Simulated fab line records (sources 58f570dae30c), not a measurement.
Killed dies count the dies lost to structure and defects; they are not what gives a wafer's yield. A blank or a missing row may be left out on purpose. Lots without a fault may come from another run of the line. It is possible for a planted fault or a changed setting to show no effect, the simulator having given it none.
fab line records	flow berkeley_cmos170
record lots=14	wafers=42	last_day=12
route steps=331 shown GATE@141 PLDD@155 BACKSIDE@202 SDANNEAL@205
lots with no fault: from the same line, run without faults
start_h: start of the lot's first displayed wafer, in hours after the record's first day	wait_h: hours elapsed since this lot's preceding step	" same as the row above	L1.1+2: one row covering several wafers at once	- value missing, or start not given	* or withheld: withheld	< > ~ a bound
route shown NAME@n: NAME is a module with steps in the file, n the number in the route of the first one	usual: the fault-free wafers' mean and standard deviation	same: alike in all rows	chamber/n: place in a boat	sites: readings site by site	_std_site: standard deviation of those values	_edge_site: outer sites' mean less inner sites'	radius_mm: how far each site lies from the wafer's centre	mask NAME#n: copy n	behind: the most recent tool/chamber to have shaped the wafer	hold: reason for holding the lot/hours on hold/outcome of the hold	device: which transistor (n, p or np) failed to switch	end of line: tests run on the same wafers once the route is complete	a step given without rows: its recipe and nothing more	killed: dies lost to structure and defects at the first sort, not the wafer's yield	map: shows each die of a wafer: x if killed, . if not, _ if none is there
set.NAME: the run value of the setting; set.NAME@STEP: its run value at that earlier step	model.NAME: the simulator's own value behind a step, which no gauge read
one table for each step of the route and one row for each wafer, over a sample of lots
services: the hour from which a tool's chamber was out of use, counted from the record's first day as start_h (under 0 if before that day), plus the number of hours and why
## steps
# step UCB170_GATE_ETCH_15
# recipe chemistry=HBr/Cl2	target=poly-Si	stop_on=SiO2	over_etch_frac=0.3	icp_w=300	bias_w=150	time_s=56.3	pressure_mtorr=15	HBr_flow_sccm=150	Cl2_flow_sccm=50	target_depth_a=2782
# usual bias_w=150.1/0.49	drypump_motor_current_A=5.9/0.34	he_backside_leak_sccm=3.03/0.3	oes_product_au=0.830/0.014	throttle_valve_pct=26.27/0.17
lot.wafer	tool	chamber	start_h	wait_h	bias_w	drypump_motor_current_A	he_backside_leak_sccm	oes_product_au	rf_hours_counter_h	throttle_valve_pct
L885.4	rie_si-02	1	120.85	-	150.8	6.1	3.14	0.846	-	26.35
L885.5	"	3	"	"	150.4	5.5	3.48	0.795	-	26.51
L885.6	"	0	"	"	149.0	6.2	2.96	0.838	-	26.16
L883.1	rie_si-01	1	121.07	-	150.6	6.3	3.28	0.812	0	26.50
L883.3	"	0	"	"	150.7	5.5	2.83	0.828	71	26.28
L883.6	"	2	"	"	150.6	5.5	3.15	0.837	-	26.05
L884.2	rie_si-02	0	121.19	-	149.9	6.2	2.99	0.832	1	26.15
L884.4	"	1	"	"	149.7	6.1	3.01	0.839	-	26.36
L884.6	"	3	"	"	149.6	5.5	3.54	0.799	-	26.52
L886.2	rie_si-01	0	128.87	-	149.5	5.6	2.77	0.826	71	26.30
L886.3	"	1	"	"	149.7	6.3	3.09	0.828	0	26.52
L886.5	"	1	"	"	149.7	6.3	3.00	0.806	-	26.52
L887.4	rie_si-02	0	129.01	-	149.6	6.2	2.88	0.855	-	26.16
L887.5	"	1	"	"	150.2	6.1	3.02	0.860	-	26.35
L887.6	"	3	"	"	151.1	5.5	3.50	0.814	-	26.50
L891.1	rie_si-01	2	173.94	-	150.0	5.6	3.16	0.840	40	26.05
L891.2	"	0	"	"	150.9	5.6	2.91	0.826	71	26.30
L891.3	"	3	"	"	151.1	6.4	2.91	0.823	0	26.07
L894.1	rie_si-02	2	173.99	-	151.3	5.5	2.83	0.830	27	26.15
L894.3	"	1	"	"	150.5	6.1	2.89	0.853	2	26.37
L894.5	"	3	"	"	149.3	5.5	3.54	0.821	-	26.50
L893.3	rie_si-01	2	174.21	-	150.3	5.6	3.05	0.840	40	26.05
L893.5	"	3	"	"	150.3	6.4	2.87	0.825	-	26.04
L893.6	"	2	"	"	150.0	5.6	3.08	0.846	-	26.05
L902.2	rie_si-01	0	224.84	-	149.9	5.6	2.86	0.820	71	26.29
L902.3	"	3	"	"	150.2	6.4	2.86	0.831	1	26.06
L902.4	"	1	"	"	149.9	6.2	3.04	0.813	1	26.51
L901.2	rie_si-02	1	224.85	-	150.4	6.1	3.03	0.849	2	26.36
L901.3	"	3	"	"	149.3	5.5	3.46	0.807	106	26.49
L901.5	"	2	"	"	150.2	5.6	2.73	0.824	-	26.15
L903.1	rie_si-02	1	233.47	-	149.6	6.1	3.10	0.863	2	26.37
L903.2	"	2	"	"	148.7	5.5	2.72	0.831	27	26.14
L903.4	"	1	"	"	150.1	6.1	2.92	0.860	-	26.37
L904.2	rie_si-01	2	233.78	-	150.5	5.5	3.23	0.842	41	26.04
L904.3	"	3	"	"	149.6	6.4	2.97	0.826	1	26.06
L904.6	"	1	"	"	149.6	6.3	3.33	0.825	-	26.52
L905.1	rie_si-01	2	247.14	-	150.6	5.6	3.09	0.842	41	26.06
L905.4	"	1	"	"	150.4	6.2	3.14	0.821	1	26.51
L905.6	"	0	"	"	150.8	5.5	2.70	0.822	-	26.30
L906.1	rie_si-02	2	247.26	-	150.4	5.5	2.57	0.825	28	26.15
L906.3	"	1	"	"	150.2	6.1	3.12	0.856	2	26.36
L906.5	"	1	"	"	149.9	6.1	3.13	0.857	-	26.37
# step UCB170_PLDD_STRIP_10
# recipe chemistry=O2	power_w=400	pressure_mtorr=3500	platen_temp_c=withheld	o2_flow_sccm=400	overash_fraction=0.5
# usual drypump_motor_current_A=5.5/0.64	o2_flow_sccm=399.8/1.2	oes_product_au=0.734/0.0048	strip_time_to_endpoint_s=21.66/0.066
lot.wafer	tool	chamber	start_h	wait_h	drypump_motor_current_A	o2_flow_sccm	oes_product_au	rf_hours_counter_h	strip_time_to_endpoint_s
L885.4	plasma_asher-04	0	122.98	0.1	4.8	399.7	0.733	-	21.70
L885.5	"	1	"	"	6.0	399.1	0.740	-	21.70
L885.6	"	0	"	"	4.7	399.7	0.729	-	21.70
L883.1	plasma_asher-03	0	123.36	0.1	6.5	397.2	0.731	28	21.70
L883.3	"	1	"	"	5.0	399.2	0.743	-	21.69
L883.6	"	1	"	"	5.0	399.8	0.722	-	21.63
L884.2	plasma_asher-04	0	123.64	0.1	4.8	399.0	0.732	44	21.64
L884.4	"	0	"	"	4.8	398.3	0.726	-	21.66
L884.6	"	0	"	"	4.8	400.0	0.732	-	21.62
L886.2	plasma_asher-04	0	133.87	0.1	4.8	400.0	0.733	45	21.72
L886.3	"	0	"	"	4.8	399.8	0.728	-	21.75
L886.5	"	1	"	"	6.0	399.6	0.734	-	21.72
L887.4	plasma_asher-03	1	134.09	0.1	5.0	400.4	0.732	-	21.63
L887.5	"	0	"	"	6.5	400.3	0.741	-	21.62
L887.6	"	1	"	"	5.0	401.6	0.728	-	21.65
L894.1	plasma_asher-03	0	176.44	0.1	6.5	400.2	0.735	33	21.71
L894.3	"	1	"	"	5.0	400.3	0.734	-	21.66
L894.5	"	0	"	"	6.5	400.9	0.736	-	21.65
L891.1	plasma_asher-01	1	176.56	0.1	5.5	400.2	0.741	51	21.74
L891.2	"	0	"	"	5.1	403.1	0.732	51	21.77
L891.3	"	1	"	"	5.5	399.3	0.735	-	21.74
L893.3	plasma_asher-03	0	176.75	0.1	6.5	399.8	0.733	-	21.64
L893.5	"	0	"	"	6.5	401.4	0.737	-	21.64
L893.6	"	1	"	"	5.0	397.5	0.740	-	21.68
L901.2	plasma_asher-03	0	227.28	0.1	6.5	398.6	0.731	39	21.69
L901.3	"	1	"	"	5.0	401.6	0.739	-	21.67
L901.5	"	0	"	"	6.5	399.5	0.731	-	21.77
L902.2	plasma_asher-01	1	227.40	0.1	5.5	400.3	0.736	55	21.53
L902.3	"	0	"	"	5.1	399.0	0.732	-	21.59
L902.4	"	1	"	"	5.5	399.3	0.731	-	21.57
L903.1	plasma_asher-04	0	235.44	0.1	4.7	401.8	0.725	55	21.83
L903.2	"	1	"	"	6.0	400.1	0.725	55	21.74
L903.4	"	1	"	"	6.0	398.6	0.738	-	21.80
L904.2	plasma_asher-01	0	235.68	0.1	5.1	401.6	0.745	56	21.76
L904.3	"	1	"	"	5.5	398.9	0.736	-	21.69
L904.6	"	1	"	"	5.5	400.8	0.737	-	21.72
L905.1	plasma_asher-01	1	249.83	0.1	5.5	400.4	0.730	58	21.77
L905.4	"	0	"	"	5.1	399.5	0.726	-	21.73
L905.6	"	0	"	"	5.1	401.1	0.731	-	21.74
L906.1	plasma_asher-01	1	250.13	0.1	5.5	399.7	0.738	58	21.61
L906.3	"	1	"	"	5.5	398.6	0.736	-	21.61
L906.5	"	1	"	"	5.5	399.7	0.736	-	21.63
# step UCB170_BACKSIDE_STRIP_03
# recipe chemistry=O2	power_w=400	pressure_mtorr=3500	platen_temp_c=withheld	o2_flow_sccm=400	overash_fraction=0.5
# usual drypump_motor_current_A=5.5/0.62	o2_flow_sccm=400.2/1.3	oes_product_au=0.734/0.0043	strip_time_to_endpoint_s=22.00/0.065
lot.wafer	tool	chamber	start_h	wait_h	drypump_motor_current_A	o2_flow_sccm	oes_product_au	rf_hours_counter_h	strip_time_to_endpoint_s
L885.4	plasma_asher-04	1	136.92	0.1	6.0	398.9	0.739	-	21.93
L885.5	"	0	"	"	4.8	399.3	0.726	-	21.92
L885.6	"	1	"	"	6.0	401.6	0.735	-	21.97
L884.2	plasma_asher-03	1	137.17	0.1	5.0	400.0	0.733	30	22.01
L884.4	"	0	"	"	6.5	399.3	0.741	-	22.06
L884.6	"	1	"	"	5.0	400.1	0.735	-	22.06
L883.1	plasma_asher-04	1	137.52	0.1	6.0	400.5	0.737	46	21.96
L883.3	"	1	"	"	6.0	400.0	0.730	-	21.99
L883.6	"	1	"	"	6.0	402.2	0.725	-	22.03
L886.2	plasma_asher-04	1	145.46	0.1	6.0	398.3	0.728	46	22.04
L886.3	"	1	"	"	6.0	398.4	0.738	-	22.06
L886.5	"	1	"	"	6.0	398.3	0.738	-	22.14
L887.4	plasma_asher-01	1	145.56	0.1	5.5	399.3	0.726	-	21.88
L887.5	"	1	"	"	5.5	400.2	0.732	-	22.00
L887.6	"	0	"	"	5.1	399.9	0.736	-	21.93
L894.1	plasma_asher-01	1	186.59	0.1	5.5	400.6	0.728	52	21.95
L894.3	"	0	"	"	5.1	401.0	0.020	-	43.81
L894.5	"	0	"	"	5.1	399.3	0.020	-	44.02
L893.3	plasma_asher-01	1	187.09	0.1	5.5	402.5	0.736	-	22.02
L893.5	"	0	"	"	5.1	402.5	0.020	-	44.01
L893.6	"	1	"	"	5.5	401.3	0.730	-	22.02
L891.1	plasma_asher-03	1	187.24	0.1	5.0	398.5	0.728	35	22.12
L891.2	"	0	"	"	6.5	401.3	0.728	35	22.10
L891.3	"	1	"	"	5.0	399.2	0.731	-	22.09
L902.2	plasma_asher-04	0	238.43	0.1	4.8	400.9	0.733	56	21.92
L902.3	"	1	"	"	6.0	400.4	0.732	-	21.95
L902.4	"	0	"	"	4.7	401.9	0.737	-	21.95
L901.2	plasma_asher-04	1	238.65	0.1	6.0	399.4	0.733	56	21.89
L901.3	"	0	"	"	4.7	400.1	0.730	-	21.90
L901.5	"	0	"	"	4.7	399.7	0.735	-	22.02
L903.1	plasma_asher-03	1	245.53	0.1	5.0	401.6	0.733	41	22.08
L903.2	"	0	"	"	6.5	401.3	0.732	41	22.08
L903.4	"	1	"	"	5.0	400.7	0.730	-	22.10
L904.2	plasma_asher-04	1	246.09	0.1	6.0	400.3	0.733	56	22.05
L904.3	"	0	"	"	4.7	401.0	0.736	-	21.95
L904.6	"	0	"	"	4.8	399.4	0.732	-	21.98
L905.1	plasma_asher-03	1	262.24	0.1	5.1	400.9	0.738	43	21.94
L905.4	"	1	"	"	5.0	399.6	0.724	-	21.91
L905.6	"	1	"	"	5.0	400.5	0.732	-	21.92
L906.1	plasma_asher-04	0	262.76	0.1	4.8	399.3	0.732	59	22.02
L906.3	"	0	"	"	4.7	399.4	0.742	-	21.97
L906.5	"	0	"	"	4.8	398.7	0.738	-	22.04
# step UCB170_SDANNEAL_RTA_01
# recipe temp_c=1050	time_s=5	ambient=N2
# usual lamp_power_pct=42/6.7	wafer_temp_C_max=1055.6/1.2
lot.wafer	tool	chamber	start_h	wait_h	lamp_power_pct	wafer_temp_C_max
L885.4	rtp_anneal-02	0	137.34	0.1	49	1054.3
L885.5	"	0	"	"	49	1057.3
L885.6	"	0	"	"	49	1056.4
L884.2	rtp_anneal-01	0	137.56	0.1	36	1057.7
L884.4	"	0	"	"	36	1055.0
L884.6	"	0	"	"	36	1054.8
L883.1	rtp_anneal-02	0	137.86	0.1	49	1053.4
L883.3	"	0	"	"	49	1056.7
L883.6	"	0	"	"	49	1054.7
L886.2	rtp_anneal-01	0	145.81	0.1	36	1054.7
L886.3	"	0	"	"	36	1056.3
L886.5	"	0	"	"	36	1056.9
L887.4	rtp_anneal-02	0	145.99	0.1	49	1054.6
L887.5	"	0	"	"	49	1056.1
L887.6	"	0	"	"	49	1054.8
L894.1	rtp_anneal-02	0	187.05	0.1	49	1054.6
L894.3	"	0	"	"	49	1054.1
L894.5	"	0	"	"	49	1054.2
L893.3	rtp_anneal-02	0	187.45	0.1	49	1056.0
L893.5	"	0	"	"	49	1054.9
L893.6	"	0	"	"	49	1054.7
L891.1	rtp_anneal-02	0	187.62	0.1	49	1056.4
L891.2	"	0	"	"	49	1054.0
L891.3	"	0	"	"	49	1056.1
L902.2	rtp_anneal-02	0	238.80	0.1	49	1053.6
L902.3	"	0	"	"	49	1054.1
L902.4	"	0	"	"	49	1055.4
L901.2	rtp_anneal-01	0	239.20	0.1	36	1056.5
L901.3	"	0	"	"	36	1056.6
L901.5	"	0	"	"	36	1054.3
L903.1	rtp_anneal-01	0	245.87	0.1	36	1055.6
L903.2	"	0	"	"	36	1059.9
L903.4	"	0	"	"	36	1055.3
L904.2	rtp_anneal-02	0	246.45	0.1	49	1054.7
L904.3	"	0	"	"	49	1055.3
L904.6	"	0	"	"	49	1056.3
L905.1	rtp_anneal-01	0	262.62	0.1	36	1056.3
L905.4	"	0	"	"	36	1056.0
L905.6	"	0	"	"	36	1055.8
L906.1	rtp_anneal-01	0	263.19	0.1	36	1055.0
L906.3	"	0	"	"	36	1056.6
L906.5	"	0	"	"	36	1054.3
## services
tool	chamber	start_h	hours	kind
rie_si-02	2	116.60	20.6	repair
rtp_anneal-02	-	117.27	3.7	pm
plasma_asher-01	-	121.54	14.6	pm
plasma_asher-04	-	150.88	0.5	repair
rie_si-02	3	232.00	-	clean
rie_si-02	3	232.00	20.0	scheduled_down
rie_si-02	3	232.00	20.0	vent_cycle
## key
first_sign step=UCB170_BACKSIDE_STRIP_03	reading=strip_time_to_endpoint_s	direction=up	sigmas=99+	usual=*	struck=*
effect step=UCB170_BACKSIDE_STRIP_03	reading=oes_product_au	direction=down	sigmas=99+	usual=0.734	struck=0.020
met_at UCB170_BACKSIDE_STRIP_03
struck_lots L893,L894
struck_wafers L893.5,L894.3,L894.5
later_rows_left_out L893.5,L894.3,L894.5
sort_left_out L893.5,L894.3,L894.5
tester_left_out L893,L894
not_acting_at UCB170_GATE_ETCH_15,UCB170_PLDD_STRIP_10,UCB170_SDANNEAL_RTA_01
onset_between 145.56 186.59
fault kind=process_parameter_drift	tool=plasma_asher-01	chamber=0	onset_h=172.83	steps=UCB170_BACKSIDE_STRIP_03	channel=power_w	offset=-119.36	shape=step	end_h=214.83	acts_in=these_recipes_only	stated=400
# tester_left_out: of these lots the tester's yield and bins aren't shown, on N5 and GAA mostly nor the transistor test; their killed dies are dies lost to structure and defects alone, not to doping, threshold or leakage, so they don't give the yield
# sort_left_out: the simulated sort isn't trusted on such a fault, so these wafers' sort isn't shown, and their yield isn't known
# later_rows_left_out: the simulator's readings of these wafers behind a module that went badly wrong aren't trusted and aren't shown, but for the sort
